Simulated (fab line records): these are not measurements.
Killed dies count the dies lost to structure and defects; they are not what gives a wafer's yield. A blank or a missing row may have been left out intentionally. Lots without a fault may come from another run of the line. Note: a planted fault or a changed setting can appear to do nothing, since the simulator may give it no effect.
Split-lot trial / flow berkeley-cmos170 / on a route of 331 steps: 5 lots, 23 wafers read

ABOUT THE SPLIT
At UCB170_M1_COAT_04 (resist thk 900 nm), the setting resist-thk-nm was moved away from the recipe's 900 nm on 5 of the 23 wafers read, by -2.3% to +3.4%. For the rest of the wafers, this setting stayed at what the recipe calls for.

FROM THE SPLIT TO THE READING: what the file shows between them, 3 steps
- UCB170_M1_SOFTBAKE_05: time 60 s
- UCB170_M1_EXPOSE_06: exposes mask METAL1, target cd 700 nm
- UCB170_M1_ETCH_11: etches BARC in N2/H2

THE READING
KrF_of_M1_COAT_04.thk-nm (the simulator's own value, which no gauge read), in nm, at UCB170_M1_METAL_ETCH_12 (etches Al in Cl2/BCl3, stops on PSG, target depth 780 nm, time 130 s). The file does not state a usual value for it. The 18 wafers here that ran the recipe average 444.6 nm, standard deviation 7 nm.

wafer=L077.1; tool, chamber at the split=litho-track-04, 0; resist-thk-nm as run, nm=900; against the recipe=recipe; KrF_of_M1_COAT_04.thk-nm, nm=444.8; against lot-mates on the recipe=-
wafer=L077.2; tool, chamber at the split=litho-track-04, 0; resist-thk-nm as run, nm=900; against the recipe=recipe; KrF_of_M1_COAT_04.thk-nm, nm=451; against lot-mates on the recipe=-
wafer=L077.3; tool, chamber at the split=litho-track-04, 0; resist-thk-nm as run, nm=900; against the recipe=recipe; KrF_of_M1_COAT_04.thk-nm, nm=444.9; against lot-mates on the recipe=-
wafer=L077.4; tool, chamber at the split=litho-track-04, 0; resist-thk-nm as run, nm=900; against the recipe=recipe; KrF_of_M1_COAT_04.thk-nm, nm=453.2; against lot-mates on the recipe=-
wafer=L077.6; tool, chamber at the split=litho-track-04, 0; resist-thk-nm as run, nm=900; against the recipe=recipe; KrF_of_M1_COAT_04.thk-nm, nm=451.4; against lot-mates on the recipe=-
wafer=L080.1; tool, chamber at the split=litho-track-04, 0; resist-thk-nm as run, nm=900; against the recipe=recipe; KrF_of_M1_COAT_04.thk-nm, nm=447.1; against lot-mates on the recipe=-
wafer=L080.2; tool, chamber at the split=litho-track-04, 0; resist-thk-nm as run, nm=900; against the recipe=recipe; KrF_of_M1_COAT_04.thk-nm, nm=459.8; against lot-mates on the recipe=-
wafer=L080.6; tool, chamber at the split=litho-track-04, 0; resist-thk-nm as run, nm=900; against the recipe=recipe; KrF_of_M1_COAT_04.thk-nm, nm=447.8; against lot-mates on the recipe=-
wafer=L082.1; tool, chamber at the split=litho-track-01, 0; resist-thk-nm as run, nm=930.7; against the recipe=+3.4%; KrF_of_M1_COAT_04.thk-nm, nm=477.3; against lot-mates on the recipe=+28.6
wafer=L082.3; tool, chamber at the split=litho-track-01, 0; resist-thk-nm as run, nm=900; against the recipe=recipe; KrF_of_M1_COAT_04.thk-nm, nm=449.9; against lot-mates on the recipe=-
wafer=L082.4; tool, chamber at the split=litho-track-01, 0; resist-thk-nm as run, nm=930.7; against the recipe=+3.4%; KrF_of_M1_COAT_04.thk-nm, nm=484.3; against lot-mates on the recipe=+35.6
wafer=L082.5; tool, chamber at the split=litho-track-01, 0; resist-thk-nm as run, nm=930.7; against the recipe=+3.4%; KrF_of_M1_COAT_04.thk-nm, nm=486.1; against lot-mates on the recipe=+37.4
wafer=L082.6; tool, chamber at the split=litho-track-01, 0; resist-thk-nm as run, nm=900; against the recipe=recipe; KrF_of_M1_COAT_04.thk-nm, nm=447.6; against lot-mates on the recipe=-
wafer=L085.1; tool, chamber at the split=litho-track-04, 0; resist-thk-nm as run, nm=878.9; against the recipe=-2.3%; KrF_of_M1_COAT_04.thk-nm, nm=419.3; against lot-mates on the recipe=-20.7
wafer=L085.2; tool, chamber at the split=litho-track-04, 0; resist-thk-nm as run, nm=900; against the recipe=recipe; KrF_of_M1_COAT_04.thk-nm, nm=441; against lot-mates on the recipe=-
wafer=L085.3; tool, chamber at the split=litho-track-04, 0; resist-thk-nm as run, nm=900; against the recipe=recipe; KrF_of_M1_COAT_04.thk-nm, nm=438.9; against lot-mates on the recipe=-
wafer=L085.4; tool, chamber at the split=litho-track-04, 0; resist-thk-nm as run, nm=900; against the recipe=recipe; KrF_of_M1_COAT_04.thk-nm, nm=440; against lot-mates on the recipe=-
wafer=L085.6; tool, chamber at the split=litho-track-04, 0; resist-thk-nm as run, nm=878.9; against the recipe=-2.3%; KrF_of_M1_COAT_04.thk-nm, nm=422.5; against lot-mates on the recipe=-17.5
wafer=L084.1; tool, chamber at the split=litho-track-01, 0; resist-thk-nm as run, nm=900; against the recipe=recipe; KrF_of_M1_COAT_04.thk-nm, nm=437.4; against lot-mates on the recipe=-
wafer=L084.2; tool, chamber at the split=litho-track-01, 0; resist-thk-nm as run, nm=900; against the recipe=recipe; KrF_of_M1_COAT_04.thk-nm, nm=438.9; against lot-mates on the recipe=-
wafer=L084.4; tool, chamber at the split=litho-track-01, 0; resist-thk-nm as run, nm=900; against the recipe=recipe; KrF_of_M1_COAT_04.thk-nm, nm=439; against lot-mates on the recipe=-
wafer=L084.5; tool, chamber at the split=litho-track-01, 0; resist-thk-nm as run, nm=900; against the recipe=recipe; KrF_of_M1_COAT_04.thk-nm, nm=428.7; against lot-mates on the recipe=-
wafer=L084.6; tool, chamber at the split=litho-track-01, 0; resist-thk-nm as run, nm=900; against the recipe=recipe; KrF_of_M1_COAT_04.thk-nm, nm=441.7; against lot-mates on the recipe=-

THE FIT
A straight line over all 23 wafers: KrF_of_M1_COAT_04.thk-nm changes by +10.9 nm for each +1% of resist-thk-nm; r = +0.92; the points scatter about the line by 6.7 nm.
The same after taking each lot's own level away (the mean of its wafers on the recipe; 23 wafers): +9.43 nm for each +1%; r = +0.96; scatter 4 nm.
According to that fit, moving resist-thk-nm by its largest amount changes the reading by 32 nm.
The span of the lots' own levels, 437.14 to 451.57 nm, comes to 2.1 times the standard deviation stated above.
So the lot-to-lot level changes the slope: the two fits differ.
Check: +34.2 nm against its lot-mates is what the line predicts for one of the wafers moved furthest among these (+3.4%) when that wafer is left out of the fit. Against them it came out at +28.6 nm.

OTHER SPLITS APPLIED TO THESE WAFERS
Before the reading, these wafers also passed through other splits. Each is held against what the fit with the lots' levels taken away leaves over:
other split on the same wafers=UCB170_PSD_EXPOSE_03 dose-mj; wafers away from the commonest value=6; r with KrF_of_M1_COAT_04.thk-nm (lot level and that fit taken away)=-0.03
other split on the same wafers=UCB170_NSD_IMPLANT_08 dose-cm2; wafers away from the commonest value=7; r with KrF_of_M1_COAT_04.thk-nm (lot level and that fit taken away)=+0.13
other split on the same wafers=UCB170_BACKSIDE_COAT_01 resist-thk-nm; wafers away from the commonest value=7; r with KrF_of_M1_COAT_04.thk-nm (lot level and that fit taken away)=-0.19
other split on the same wafers=UCB170_SILICIDE_SPUTTER_01 power-w; wafers away from the commonest value=5; r with KrF_of_M1_COAT_04.thk-nm (lot level and that fit taken away)=+0.25
other split on the same wafers=UCB170_CONTACT_COAT_10 resist-thk-nm; wafers away from the commonest value=6; r with KrF_of_M1_COAT_04.thk-nm (lot level and that fit taken away)=+0.16
other split on the same wafers=UCB170_CONTACT_ETCH_18 over-etch-frac; wafers away from the commonest value=9; r with KrF_of_M1_COAT_04.thk-nm (lot level and that fit taken away)=+0.13

THE WHOLE CHAIN: every reading that the file lists as answering this split, in the file's order
step=UCB170_M1_COAT_04; what it does=resist thk 900 nm; reading=KrF_of_M1_COAT_04.thk-nm (the simulator's own value, which no gauge read); change (the file's fit)=+8.51 nm for each +1% of the setting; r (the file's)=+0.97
step=UCB170_M1_METAL_ETCH_12; what it does=etches Al in Cl2/BCl3, stops on PSG, target depth 780 nm, time 130 s; reading=KrF_of_M1_COAT_04.thk-nm (the simulator's own value, which no gauge read); change (the file's fit)=+9.32 nm for each +1% of the setting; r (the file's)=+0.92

THE FILE'S OWN FIT
KrF_of_M1_COAT_04.thk-nm changes by +9.32 nm for each +1% of resist-thk-nm, r = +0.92.
